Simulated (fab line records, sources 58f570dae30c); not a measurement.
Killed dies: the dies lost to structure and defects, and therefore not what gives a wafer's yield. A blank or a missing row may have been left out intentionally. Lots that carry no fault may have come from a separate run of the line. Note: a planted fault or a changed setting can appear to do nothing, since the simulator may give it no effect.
Matching of chambers	flow berkeleyCmos170	UCB170_V2_CMP_02 on cmp-01 has 4 sister chambers
The step polishes SiO2. 4 wafers are shown with their chamber, then 10 later ones without.

== EACH WAFER AND ITS CHAMBER ==
wafer	chamber	motorCurrentA (A)
L329.3	1	19.4
L332.1	2	15.8
L331.1	0	18.0
L331.2	3	14.2

== WAFERS WHOSE CHAMBER IS MISSING ==
wafer	motorCurrentA (A)
L331.6	15.1
L338.1	14.2
L338.2	17.1
L338.3	18.5
L339.1	19.4
L339.2	16.5
L339.5	14.9
L344.1	15.8
L344.2	15.1
L344.3	17.6

== WHICH CHAMBER EACH ONE RAN IN ==
wafer	from the rows above	in truth
L331.6	can't be placed: 2 or 3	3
L338.1	3	3
L338.2	can't be placed: 0 or 2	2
L338.3	can't be placed: 0 or 1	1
L339.1	1	1
L339.2	can't be placed: 2 or 0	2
L339.5	can't be placed: 3 or 2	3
L344.1	2	2
L344.2	can't be placed: 2 or 3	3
L344.3	0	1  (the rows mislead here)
Correctly placed: 3 of 10. Not placeable from these rows: 6 (in 6, the candidates include the true chamber). Wrongly placed: 1.
How it was worked out, from the rows above alone: a wafer's distance from a chamber is the root of the sum, over the readings, of the square of ((its reading less the chamber's mean) divided by the reading's scatter). The wafer belongs to the nearest chamber; if the next one is less than 2 further off, it can't be placed. Each chamber's mean is taken over the wafers shown for it. The scatter: root of mean squared gap, hidden wafer to nearest shown wafer, with one shown wafer a chamber.
